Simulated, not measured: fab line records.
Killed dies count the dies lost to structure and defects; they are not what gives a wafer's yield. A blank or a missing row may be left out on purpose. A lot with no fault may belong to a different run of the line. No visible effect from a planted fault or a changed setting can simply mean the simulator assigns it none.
fab line records -- flow ritCmos
record lots=14, wafers=42, lastDay=7
route steps=202 shown FOX2@23 M1@202
lots that met no fault: from a run of the same line without faults
startH: start of the lot's first displayed wafer, in hours after the record's first day -- waitH: hours from the lot's prior step to this one -- " repeats the value in the row above -- L1.1+2: one row covering several wafers at once -- - no value present, or no start provided -- * or withheld: withheld -- < > ~ a bound
route shown NAME@n: names a module that has steps shown in the file, with the first one's number in the route -- usual: mean/standard deviation of fault-free wafers -- same: alike in all rows -- chamber/n: place in a boat -- sites: each site's reading -- _std_site: the values' standard deviation -- _edge_site: the outer-site mean with the inner-site mean subtracted -- radiusMm: for every site, how far away it sits from the centre of the wafer -- mask NAME#n: copy n -- behind: the most recent tool/chamber to have shaped the wafer -- hold: the reason the lot was held/the length of the hold in hours/how it ended -- device: the n, p or np transistor that did not switch -- end of line: tests of these same wafers at the route's end -- for a step that has no rows: nothing shown but its recipe -- killed: dies that structure and defects cost at the first sort, which is not the same as the wafer's yield -- map: a wafer's dies, marking killed ones x, the rest . and places with no die _
set.NAME: setting as actually run; set.NAME@STEP: the setting as run at that earlier step -- model.NAME: the simulator's own value behind a step, which no gauge read
a sample of lots followed through the steps of the route, with each step as a table and each wafer as a row
services: the hour from which a tool's chamber was out of use, counted from the record's first day as startH (under 0 if before that day), plus the number of hours and why
## steps
# step RIT_FOX2_OXIDATION_00
# recipe tempC=1100, ambient=H2O, targetThkA=3507, pH2oTorr=720, oxTimeS=1130
# usual spikeTcCentreC=1102.3/1, spikeTcSourceC=1125.9/1.5, tubeCenterTempC=1100/0.099, tube_center_temp_C_max=1102.8/0.52
lot.wafer,tool,chamber,startH,waitH,spikeTcCentreC,spikeTcSourceC,tubeCenterTempC,tube_center_temp_C_max
L531.2,furnace-01,0,25.10,0.7,1100.0,1127.4,1099.8,1102.2
L531.4,furnace-01,0,25.10,0.7,1102.5,1127.4,1100,1102.6
L531.6,furnace-01,0,25.10,0.7,1103.1,1127.2,1100.1,1102.9
L532.2,furnace-03,0,28.99,0.0,1103.4,1124.7,1099.7,1102.1
L532.3,furnace-03,0,28.99,0.0,1100.4,1125.1,1100,1102.2
L532.5,furnace-03,0,28.99,0.0,1104.5,1124.5,1100,1102.5
L533.1,furnace-04,0,34.41,0.5,1101.4,1126.2,1100,1103.5
L533.3,furnace-04,0,34.41,0.5,1103.5,1124.8,1100,1104.0
L533.4,furnace-04,0,34.41,0.5,1104.3,1126.9,1099.9,1103.6
L534.2,furnace-04,0,43.60,1.4,1100.4,1124.8,1100,1102.4
L534.4,furnace-04,0,43.60,1.4,1101.6,1124.3,1100,1102.5
L534.6,furnace-04,0,43.60,1.4,1102.1,1125.3,1100.1,1103.5
L536.2,furnace-03,0,51.64,1.5,1102.0,1123.8,1100.1,1102.3
L536.4,furnace-03,0,51.64,1.5,1102.8,1124.8,1099.9,1102.6
L536.5,furnace-03,0,51.64,1.5,1104.1,1123.3,1099.8,1102.7
L537.2,furnace-03,0,55.35,0.9,1103.7,1124.4,1100.1,1102.9
L537.4,furnace-03,0,55.35,0.9,1102.5,1125.6,1099.8,1102.0
L537.6,furnace-03,0,55.35,0.9,1101.2,1122.5,1100,1102.5
L538.1,furnace-03,0,59.67,1.1,1104.1,1124.8,1100,1103.6
L538.3,furnace-03,0,59.67,1.1,1102.1,1123.2,1099.8,1102.8
L538.5,furnace-03,0,59.67,1.1,1100.7,1126.1,1099.9,1102.9
L540.4,furnace-01,0,68.89,0.0,1103.0,1128.3,1099.9,1103.3
L540.5,furnace-01,0,68.89,0.0,1103.4,1129.1,1099.9,1102.4
L540.6,furnace-01,0,68.89,0.0,1101.0,1128.0,1100.2,1102.6
L541.2,furnace-01,0,74.38,0.0,1102.4,1127.0,1100.1,1103.5
L541.4,furnace-01,0,74.38,0.0,1101.9,1126.2,1099.9,1102.6
L541.5,furnace-01,0,74.38,0.0,1100.7,1126.8,1099.9,1102.2
L543.2,furnace-04,0,83.81,0.0,1101.0,1126.0,1100.1,1102.9
L543.3,furnace-04,0,83.81,0.0,1101.2,1126.4,1100,1103.1
L543.5,furnace-04,0,83.81,0.0,1103.1,1127.2,1099.9,1102.1
L545.1,furnace-01,0,96.27,0.0,1102.7,1128.6,1100,1102.5
L545.5,furnace-01,0,96.27,0.0,1101.0,1127.2,1100,1102.3
L545.6,furnace-01,0,96.27,0.0,1102.5,1127.0,1099.8,1102.6
L547.2,furnace-01,0,103.88,0.0,1108.4,1132.5,1106.7,1110.6
L547.3,furnace-01,0,103.88,0.0,1109.1,1134.1,1107,1109.6
L547.6,furnace-01,0,103.88,0.0,1110.0,1133.8,1106.8,1109.6
L549.1,furnace-03,0,114.68,0.0,1104.3,1124.6,1099.9,1102.4
L549.2,furnace-03,0,114.68,0.0,1101.9,1125.9,1100,1102.5
L549.5,furnace-03,0,114.68,0.0,1101.3,1125.3,1100,1102.2
L550.1,furnace-01,0,118.69,0.0,1110.0,1132.6,1106.8,1109.4
L550.2,furnace-01,0,118.69,0.0,1108.7,1135.8,1106.8,1109.6
L550.5,furnace-01,0,118.69,0.0,1108.5,1133.3,1106.7,1109.5
# step RIT_M1_PROBE_99
# usual killedAtContacts=0.1/0.3, killedAtFrontEnd=6.7/2.6, killedDies=6.8/2.6, killedOpen=3.3/1.7, killedShort=3.4/2
# same grossDies=264, killed_at_M0_to_M3=0, killed_at_M4_up=0, killedAtBackSide=0, killedAtOther=0
lot.wafer,tool,chamber,startH,waitH,killedAtContacts,killedAtFrontEnd,killedDies,killedOpen,killedShort
L541.2,prober-01,-,119.36,0.1,0,10,10,7,3
L541.4,prober-01,-,119.46,0.2,0,3,3,1,2
L541.5,prober-01,-,119.51,0.2,0,7,7,4,3
# killed by level:class
L541.2 GATE:geometricParticle:open=4 FOX1:geometricParticle:open=1 FOX2:geometricParticle:short=1 GATE:geometricParticle:short=1 REOX:geometricParticle:open=1 SILICIDE:geometricParticle:open=1 SILICIDE:geometricParticle:short=1
L541.4 GATE:geometricParticle:short=2 FOX1:geometricParticle:open=1
L541.5 GATE:geometricParticle:open=2 REOX:geometricParticle:short=2 FOX2:geometricParticle:open=1 GATE:geometricParticle:short=1 SILICIDE:geometricParticle:open=1
## services
tool,chamber,startH,hours,kind
furnace-03,-,35.74,7.0,pm
## key
firstSign step=RIT_FOX2_OXIDATION_00, reading=tubeCenterTempC, direction=up, sigmas=62, usual=*, struck=*
effect step=RIT_FOX2_OXIDATION_00, reading=tube_center_temp_C_max, direction=up, sigmas=13, usual=*, struck=*
metAt RIT_FOX2_OXIDATION_00
struckLots L547,L550
testerLeftOut L547,L550
onsetBetween 96.27 103.88
fault kind=processParameterDrift, tool=furnace-01, chamber=-, onsetH=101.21, steps=RIT_FOX2_OXIDATION_00, channel=tempC, offset=*, shape=step, endH=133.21, actsIn=*, stated=*
# testerLeftOut: of these lots the tester's yield and bins aren't shown, on N5 and GAA mostly nor the transistor test; their killed dies are dies lost to structure and defects alone, not to doping, threshold or leakage, so they don't give the yield
